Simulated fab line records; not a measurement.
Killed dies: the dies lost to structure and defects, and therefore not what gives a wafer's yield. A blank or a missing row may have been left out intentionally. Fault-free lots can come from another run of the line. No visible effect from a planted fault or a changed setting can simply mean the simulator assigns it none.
Code-filled problem report in 8D (eight disciplines) form || flow berkeleyCmos170 || the parts of the form that need people (team, actions taken, sign-off) are left out

## 1. THE ISSUE
CONTACT_PSG_THK at UCB170_CONTACT_THK_MEAS_02 reads a mean of 516 nm on 3 wafers of 1 lot; wafers without a fault read 701 nm with a standard deviation of 8.1. That is -23 standard deviations from the usual mean.
The first sign was on wafer L337.3 at day 11 05:34, on filmMetro-04. The record has a number at this step for 39 wafers belonging to 13 lots. Rule for "out", or "out of limits": more than 4 standard deviations from the usual mean. All remaining wafers that have a number are taken as sound.

## 2. WHAT IT IS; WHAT IT IS NOT
{"question": "which readings at this step", "is": "CONTACT_PSG_THK", "is not": "-"}
{"question": "which lots", "is": "L337", "is not": "L317, L318, L323, L326, L327, L328, L329, L331, L332, L333, L339, L340"}
{"question": "which wafers of those lots", "is": "all that have a number", "is not": "-"}
{"question": "read on which gauges", "is": "filmMetro-04", "is not": "filmMetro-01, filmMetro-02"}
{"question": "when", "is": "from day 11 05:34", "is not": "up to then (30 sound wafers); but 6 sound wafers of L339, L340 came after"}

## 3. THE SUSPECTS, EACH WITH WHAT RULES IT OUT
Counting: a tool stays on the suspect list if, at a process step up to the reading, it processed all lots that are out and no sound lot following the first of them.
- the gauge at UCB170_CONTACT_THK_MEAS_02 has been ruled out. All the wafers that are out were read on filmMetro-04, but those of them that UCB170_CONTACT_ETCH_18 has rows for are out there too, on other tools.
- plasmaAsher-02 at UCB170_NLDD_STRIP_10 (strips in O2): ruled out as a lasting fault. After its first lot that is out, L337 (day 10 16:23), sound lots L340 ran on it.
- lpcvd-02 at UCB170_CONTACT_CVD_01 (deposits PSG from SiH4/O2/PH3, target thk 700 nm, time 2820 s): kept. It ran the lot that is out, L337 (day 11 03:46), and no sound lot after that; its last sound lot up to then is L333 (day 10 05:26).
Left after counting: lpcvd-02 at UCB170_CONTACT_CVD_01.

## 4. THE CAUSE (what the simulator had put in)
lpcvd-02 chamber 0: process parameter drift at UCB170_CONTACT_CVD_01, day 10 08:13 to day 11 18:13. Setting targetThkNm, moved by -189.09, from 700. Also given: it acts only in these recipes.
The count eliminated every tool but this one.

## 5. THE EFFECT CHAIN, in route order
Rows list readings where the struck wafers' mean (over those with a number) sits beyond 3 standard deviations from the usual. Only readings whose record carries a usual standard deviation are examined. hours: median over the lots of the time between each lot's start at the first step of this table that gives one and its start at this step. sigmas: the change, counted in usual standard deviations.
{"hours": 0, "step": "UCB170_CONTACT_THK_MEAS_02", "reading": "CONTACT_PSG_THK", "usual": "701 nm", "on struck wafers": 516, "change": -185, "sigmas": -23}
{"hours": "-", "step": "UCB170_CONTACT_ETCH_18", "reading": "oesProductAu", "usual": "0.899 a.u.", "on struck wafers": 0.770, "change": -0.129, "sigmas": -9.9}
Here are the process steps it includes:
- UCB170_CONTACT_ETCH_18: etches PSG in CHF3/CF4/Ar, stops on TiSi2, target depth 840 nm, time 195 s.
Later steps that measure or inspect, where all struck wafers having a row at the step show a number for every such reading and not one has moved that far: UCB170_CONTACT_CD_MEAS_15.

## 6. HOW IT WOULD HAVE BEEN CAUGHT EARLIER
In this record the first reading out of limits at a measuring or inspecting step was taken at day 11 05:34, 21 hours after the fault began at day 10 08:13.
No tool reading at UCB170_CONTACT_CVD_01 that has a usual standard deviation in the record was out on any struck wafer, so an alarm limit of 4 standard deviations on those readings would not have fired.
The start of UCB170_CONTACT_CVD_01 on lpcvd-02 came by day 11 05:34 for every one of the lots that are out (1). None of them would have been spared by holding the tool at that moment.
